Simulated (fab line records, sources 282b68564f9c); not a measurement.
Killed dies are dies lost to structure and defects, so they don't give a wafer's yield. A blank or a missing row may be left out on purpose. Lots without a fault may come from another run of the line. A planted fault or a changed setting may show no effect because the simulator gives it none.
Which tool did it? | flow rit_cmos | 15 lots, 45 wafers sampled, at 1 step of a route of 202

WHAT THE GAUGES READ, wafer by wafer
The record holds no reading of a measuring or inspecting step that can be judged against a usual standard deviation.

WHICH TOOL RAN EACH LOT (tool, then ch and the chambers of the sampled wafers, then the start)
lot  | RIT_M1_PEB_07
L727 | litho_track-04 ch 0, day 3 12:10
L729 | litho_track-03 ch 0, day 3 21:17
L731 | litho_track-04 ch 0, day 4 07:59
L732 | litho_track-03 ch 0, day 4 13:14
L734 | litho_track-03, day 4 21:52
L735 | litho_track-04, day 5 04:07
L736 | litho_track-04, day 5 10:58
L737 | litho_track-01 ch 0, day 5 13:22
L742 | litho_track-04 ch 0, day 6 13:23
L743 | litho_track-04 ch 0, day 6 15:50
L745 | litho_track-04 ch 0, day 7 04:26
L746 | litho_track-01 ch 0, day 7 06:47
L747 | litho_track-03 ch 0, day 7 11:35
L749 | litho_track-03 ch 0, day 8 00:52
L750 | litho_track-04 ch 0, day 8 02:17
- RIT_M1_PEB_07

WHAT THE TOOLS THEMSELVES READ (means of the sampled wafers that have a number; where no wafer has one, the mark that the record gives instead)
RIT_M1_PEB_07. Usual: exhaust_pa 45.0 Pa, standard deviation 0.93.
lot  | tool           | exhaust_pa (Pa) | flag
L727 | litho_track-04 | 46.0            |
L729 | litho_track-03 | 44.9            |
L731 | litho_track-04 | 44.6            |
L732 | litho_track-03 | 45.8            |
L734 | litho_track-03 | -               | OFF
L735 | litho_track-04 | -               | OFF
L736 | litho_track-04 | -               | OFF
L737 | litho_track-01 | 45.4            |
L742 | litho_track-04 | 44.1            |
L743 | litho_track-04 | 45.1            |
L745 | litho_track-04 | 44.2            |
L746 | litho_track-01 | 44.8            |
L747 | litho_track-03 | 45.1            |
L749 | litho_track-03 | 44.6            |
L750 | litho_track-04 | 44.5            |

THE ANSWER, worked out from the rows above alone
Rule: a lot is off if the mean of its wafers that have a number lies more than 3 standard deviations from the usual mean. A lot without any number at a reading at which 4 lots or more have one is off too. The other lots that the step has rows for count as sound. The gauges are gone through in route order, then the tools' own readings, and for those a lot's mean is taken as printed above. The first step at which some lot is off is used, and at that step the reading that is off furthest; a lot without a number counts as furthest.
Off: L734, L735, L736, at RIT_M1_PEB_07 (exhaust_pa). Without a number there: L734, L735, L736.
A tool fits if, at that step or a process step before it, it ran every lot that is off, and no sound lot after the first of them. None of those tried fits.

WHAT THE SIMULATOR HAD PUT IN
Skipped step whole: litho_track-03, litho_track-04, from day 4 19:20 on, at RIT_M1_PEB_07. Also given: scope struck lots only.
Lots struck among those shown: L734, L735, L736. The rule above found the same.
